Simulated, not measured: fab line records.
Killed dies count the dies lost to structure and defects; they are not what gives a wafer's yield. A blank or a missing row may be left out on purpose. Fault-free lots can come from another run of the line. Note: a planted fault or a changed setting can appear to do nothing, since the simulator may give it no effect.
Which of the tools did it?    flow berkeley_cmos170    42 wafers from 14 lots sampled at 5 of the route's 331 steps

== WHAT THE GAUGES SHOWED, per wafer ==
UCB170_NWELL_OVL_MEAS_12. Usual: for NWELL_OVL the level is 2 nm and the standard deviation is 6.
lot   measured     on          NWELL_OVL (nm)  flag
L585  day 2 02:41  overlay-02  -1 8 11         
L586  day 2 09:55  overlay-01  3 -5 -4         
L587  day 2 21:17  overlay-01  4 4 0           
L588  day 3 04:29  overlay-01  -6 -10 -6       
L590  day 3 10:46  overlay-02  14 13 18        
L589  day 3 10:49  overlay-02  12 7 2          
L591  day 3 18:34  overlay-02  -6 1 -8         
L593  day 4 03:11  overlay-01  -2 -1 -6        
L594  day 4 08:32  overlay-02  -3 3 -3         
L595  day 4 08:46  overlay-01  2 2 -8          
L596  day 4 15:26  overlay-02  9 3 1           
L601  day 5 17:58  overlay-02  9 8 6           
L607  day 6 20:34  overlay-01  -2 -1 3         
L608  day 7 00:11  overlay-01  4 2 4           

UCB170_NVT_TW_MEAS_09. Usual: for NVT_TW the level is 527.0 and the standard deviation is 2.8.
lot   measured      on             NVT_TW                         flag
L585  day 5 07:26   film_metro-03  526.6 527.1 524.3              
L586  day 5 17:09   film_metro-03  524.9 523.9 525.3              
L587  day 6 07:53   film_metro-01  526.6 524.1 528.4              
L588  day 6 17:44   film_metro-01  523.5 526.3 523.2              
L590  day 6 18:23   film_metro-01  526.4 524.2 524.0              
L589  day 6 18:18   film_metro-03  528.0 528.9 528.7              
L591  day 7 02:47   film_metro-02  529.4 527.5 527.6              
L593  day 7 16:44   film_metro-01  528.0 532.4 529.4              
L594  day 7 16:44   film_metro-02  525.5 525.4 525.0              
L595  day 7 16:46   film_metro-03  526.6 527.0 525.5              
L596  day 8 00:32   film_metro-01  530.4 528.5 527.0              
L601  day 9 03:46   film_metro-01  29.9 30.0 30.0 30.0 29.9 30.0  OFF
L607  day 10 02:05  film_metro-02  530.0 531.4 530.5              
L608  day 10 01:27  film_metro-03  30.0 30.0 30.0 29.9 29.9 29.9  OFF

UCB170_PLDD_OVL_MEAS_07. Usual: for PLDD_OVL the level is 1 nm and the standard deviation is 4.3.
lot   measured      on          PLDD_OVL (nm)  flag
L585  day 5 22:22   overlay-01  6 2 9          
L586  day 6 10:15   overlay-02  -1 6 6         
L587  day 7 00:14   overlay-02  4 1 -3         
L588  day 7 14:09   overlay-02  -5 -2 -6       
L590  day 7 14:23   overlay-01  -4 -9 -3       
L589  day 7 14:18   overlay-01  4 3 2          
L591  day 7 23:56   overlay-02  -2 1 0         
L593  day 8 06:59   overlay-01  -7 -2 1        
L594  day 8 07:03   overlay-02  0 -4 -5        
L595  day 8 06:20   overlay-02  8 6 7          
L596  day 8 22:04   overlay-01  5 5 5          
L607  day 10 20:30  overlay-02  0 1 1          

== WHICH TOOL RAN EACH LOT (tool, then ch and the chambers of the sampled wafers, then the start) ==
lot   UCB170_NWELL_ETCH_13               UCB170_NVT_DEVELOP_05
L585  rie_diel-04 ch 1,2, day 2 02:43    litho_track-04 ch 0, day 5 07:00
L586  rie_diel-03 ch 1,2,3, day 2 09:57  litho_track-03 ch 0, day 5 16:00
L587  rie_diel-04 ch 1,2,3, day 2 21:20  litho_track-01 ch 0, day 6 07:00
L588  rie_diel-02 ch 0,2,3, day 3 04:31  litho_track-03 ch 0, day 6 17:00
L590  rie_diel-02 ch 0,1,2, day 3 10:48  litho_track-04 ch 0, day 6 17:00
L589  rie_diel-03 ch 0,2, day 3 10:50    litho_track-01 ch 0, day 6 17:00
L591  rie_diel-02 ch 1,3, day 3 18:35    litho_track-03 ch 0, day 7 02:00
L593  rie_diel-02 ch 0,1,2, day 4 03:14  litho_track-04 ch 0, day 7 16:00
L594  rie_diel-03 ch 0,2,3, day 4 08:35  litho_track-03 ch 0, day 7 16:00
L595  rie_diel-02 ch 0,1,2, day 4 08:49  litho_track-01 ch 0, day 7 16:00
L596  rie_diel-03 ch 0,1,2, day 4 15:29  litho_track-04 ch 0, day 8 00:00
L601  rie_diel-03 ch 0,1,3, day 5 17:59  litho_track-04 ch 0, day 9 03:00
L607  rie_diel-04 ch 1,2,3, day 6 20:36  litho_track-03 ch 0, day 10 01:00
L608  rie_diel-04 ch 0,1,2, day 7 00:16  litho_track-04 ch 0, day 10 01:00
- UCB170_NWELL_ETCH_13: etches Si3N4 in CH3F/Ar/O2, stops on SiO2, target depth 246.4 nm, time 154 s.
- UCB170_NVT_DEVELOP_05: develop time 45 s.

== AS READ BY THE TOOLS THEMSELVES (means over the sampled wafers that have a number; for cases with no such wafer, the mark the record gives instead) ==
UCB170_NWELL_ETCH_13. Usual: drypump_motor_current_A 5.6 A, standard deviation 0.49; oes_product_au 0.943 a.u., standard deviation 0.013; throttle_valve_pct 8.09 %, standard deviation 0.11.
lot   tool         drypump_motor_current_A (A)  oes_product_au (a.u.)  throttle_valve_pct (%)  flag
L585  rie_diel-04  5.4                          0.932                  8.05                    
L586  rie_diel-03  5.8                          0.949                  8.09                    
L587  rie_diel-04  5.6                          0.952                  8.07                    
L588  rie_diel-02  5.7                          0.944                  8.06                    
L590  rie_diel-02  5.2                          0.945                  8.14                    
L589  rie_diel-03  5.6                          0.942                  8.24                    
L591  rie_diel-02  6.1                          0.940                  8.06                    
L593  rie_diel-02  5.2                          0.950                  8.14                    
L594  rie_diel-03  5.5                          0.942                  8.17                    
L595  rie_diel-02  5.2                          0.954                  8.14                    
L596  rie_diel-03  5.9                          0.932                  8.17                    
L601  rie_diel-03  5.8                          0.932                  8.14                    
L607  rie_diel-04  5.6                          0.951                  8.06                    
L608  rie_diel-04  5.5                          0.940                  8.02                    

UCB170_NVT_DEVELOP_05. Usual: chill_plate_temp_C 23.00 C, standard deviation 0.098.
lot   tool            chill_plate_temp_C (C)  flag
L585  litho_track-04  23.07                   
L586  litho_track-03  22.98                   
L587  litho_track-01  22.99                   
L588  litho_track-03  22.97                   
L590  litho_track-04  23.01                   
L589  litho_track-01  22.93                   
L591  litho_track-03  23.02                   
L593  litho_track-04  22.88                   
L594  litho_track-03  22.95                   
L595  litho_track-01  23.07                   
L596  litho_track-04  23.02                   
L601  litho_track-04  22.92                   
L607  litho_track-03  23.05                   
L608  litho_track-04  22.94                   

== THE ANSWER, worked out from the rows above alone ==
Rule: lot off if the mean of its wafers having a number is beyond 3 standard deviations from the usual mean. Also off: a lot with no number at a reading for which 4 or more lots have one. All remaining lots with rows at the step are treated as sound. Order of review: gauges by route order, followed by the tools' own readings, for which a lot's mean as printed above is used. The first step at which some lot is off is used, and at that step the reading that is off furthest; a lot without a number counts as furthest.
Off: L601, L608, at UCB170_NVT_TW_MEAS_09 (NVT_TW).
If a tool, at a process step before that reading, ran all the lots that are off and no sound lot after the first of them, it fits. The gauges at UCB170_NVT_TW_MEAS_09 are tried like those tools. One candidate fits, namely litho_track-04 at UCB170_NVT_DEVELOP_05. A fault onset in the window from L596 (day 8 00:00, its last sound lot) to L601 (day 9 03:00, its first lot off) fits.

== WHAT THE SIMULATOR HAD INSERTED ==
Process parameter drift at UCB170_NVT_DEVELOP_05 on litho_track-04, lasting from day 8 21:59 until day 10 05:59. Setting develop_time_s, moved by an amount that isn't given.
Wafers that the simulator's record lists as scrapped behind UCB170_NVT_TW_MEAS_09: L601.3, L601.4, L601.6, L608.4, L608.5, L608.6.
Lots struck among those shown: L601, L608. This agrees with what the rule above found.
